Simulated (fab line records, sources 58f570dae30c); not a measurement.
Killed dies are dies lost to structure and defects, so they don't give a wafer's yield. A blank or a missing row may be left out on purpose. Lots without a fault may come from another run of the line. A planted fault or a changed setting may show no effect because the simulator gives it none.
Split-lot experiment | flow berkeley_cmos170 | 5 lots, 23 wafers read, on a route of 331 steps

THE SPLIT
At UCB170_M1_SPUTTER_00 (material Al, target thk 600 nm, time 80 s), the setting power_w was moved away from the recipe's 6000 W on 10 of the 23 wafers read, by -10.0% to +8.8%. The other wafers ran this setting at the recipe's value.

FROM THE SPLIT TO THE READING: what the file shows between them, 3 steps
- UCB170_M1_RS_MEAS_01: measures by four-point-probe
- UCB170_M1_THK_MEAS_02: measures by xrf
- UCB170_M1_ETCH_11: etches BARC in N2/H2 (also split here: source_w)

THE READING
oes_product_au, in a.u., at UCB170_M1_METAL_ETCH_12 (etches Al in Cl2/BCl3, stops on PSG, target depth 780 nm, time 130 s). Fault-free wafers of this fab line usually give 0.864 a.u., standard deviation 0.013 a.u..

wafer  | tool, chamber at the split | power_w as run, W | against the recipe | oes_product_au, a.u. | against lot-mates on the recipe
L075.1 | pvd_sputter-03, -          | 6000              | recipe             | 0.866                | -
L075.2 | pvd_sputter-03, -          | 6000              | recipe             | 0.874                | -
L075.5 | pvd_sputter-03, -          | 6000              | recipe             | 0.875                | -
L079.1 | pvd_sputter-03, -          | 6000              | recipe             | 0.860                | -
L079.3 | pvd_sputter-03, -          | 6000              | recipe             | 0.864                | -
L079.4 | pvd_sputter-03, -          | 6530              | +8.8%              | 0.927                | +0.060
L079.5 | pvd_sputter-03, -          | 6530              | +8.8%              | 0.909                | +0.042
L079.6 | pvd_sputter-03, -          | 6000              | recipe             | 0.878                | -
L080.1 | pvd_sputter-02, -          | 6000              | recipe             | 0.853                | -
L080.3 | pvd_sputter-02, -          | 5403              | -10.0%             | 0.815                | -0.045
L080.4 | pvd_sputter-02, -          | 5403              | -10.0%             | 0.810                | -0.050
L080.5 | pvd_sputter-02, -          | 6000              | recipe             | 0.867                | -
L080.6 | pvd_sputter-02, -          | 5403              | -10.0%             | 0.818                | -0.042
L083.1 | pvd_sputter-04, -          | 5762              | -4.0%              | 0.849                | -0.010
L083.3 | pvd_sputter-04, -          | 6000              | recipe             | 0.853                | -
L083.4 | pvd_sputter-04, -          | 5762              | -4.0%              | 0.844                | -0.015
L083.5 | pvd_sputter-04, -          | 5762              | -4.0%              | 0.841                | -0.018
L083.6 | pvd_sputter-04, -          | 6000              | recipe             | 0.865                | -
L084.2 | pvd_sputter-04, -          | 5448              | -9.2%              | 0.826                | -0.035
L084.3 | pvd_sputter-04, -          | 6000              | recipe             | 0.854                | -
L084.4 | pvd_sputter-04, -          | 5448              | -9.2%              | 0.814                | -0.047
L084.5 | pvd_sputter-04, -          | 6000              | recipe             | 0.872                | -
L084.6 | pvd_sputter-04, -          | 6000              | recipe             | 0.856                | -

THE FIT
A straight line over all 23 wafers: oes_product_au changes by +0.00531 a.u. for each +1% of power_w; r = +0.96; the points scatter about the line by 0.0079 a.u..
The same after taking each lot's own level away (the mean of its wafers on the recipe; 23 wafers): +0.00488 a.u. for each +1%; r = +0.96; scatter 0.0071 a.u..
On that fit, the largest move of power_w shifts the reading by 0.049 a.u..
The lots' own levels span 0.8590 to 0.8717 a.u., that is 1.0 times the standard deviation above.
So the lot-to-lot level changes the slope little: the two slopes agree.
Check: with one of the wafers moved furthest among these (-10.0%) left out of the fit, the line predicts -0.0467 a.u. for it against its lot-mates. It came out at -0.045 a.u. against them.

OTHER SPLITS ON THESE WAFERS
These wafers also went through other splits before the reading. Each is held against what the fit with the lots' levels taken away leaves over:
other split on the same wafers   | wafers away from the commonest value | r with oes_product_au (lot level and that fit taken away)
UCB170_NSD_IMPLANT_08 energy_kev | 6                                    | -0.18
UCB170_BACKSIDE_STRIP_03 power_w | 8                                    | -0.01
UCB170_CONTACT_CVD_01 temp_c     | 15                                   | -0.04
UCB170_M1_ETCH_11 source_w       | 6                                    | -0.28

THE WHOLE CHAIN: every reading that the file lists as answering this split, in the file's order
step                    | what it does                                                         | reading                                                                     | change (the file's fit)                   | r (the file's)
UCB170_M1_SPUTTER_00    | material Al, target thk 600 nm, time 80 s                            | Al_of_M1_SPUTTER_00.thk_nm (the simulator's own value, which no gauge read) | +6.02 nm for each +1% of the setting      | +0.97
UCB170_M1_RS_MEAS_01    | measures by four-point-probe                                         | M1_AL_RS                                                                    | -0.000518 for each +1% of the setting     | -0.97
UCB170_M1_THK_MEAS_02   | measures by xrf                                                      | M1_AL_THK                                                                   | +5.86 for each +1% of the setting         | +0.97
UCB170_M1_METAL_ETCH_12 | etches Al in Cl2/BCl3, stops on PSG, target depth 780 nm, time 130 s | oes_product_au                                                              | +0.00481 a.u. for each +1% of the setting | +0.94

THE FILE'S OWN FIT
oes_product_au changes by +0.00481 a.u. for each +1% of power_w, r = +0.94.
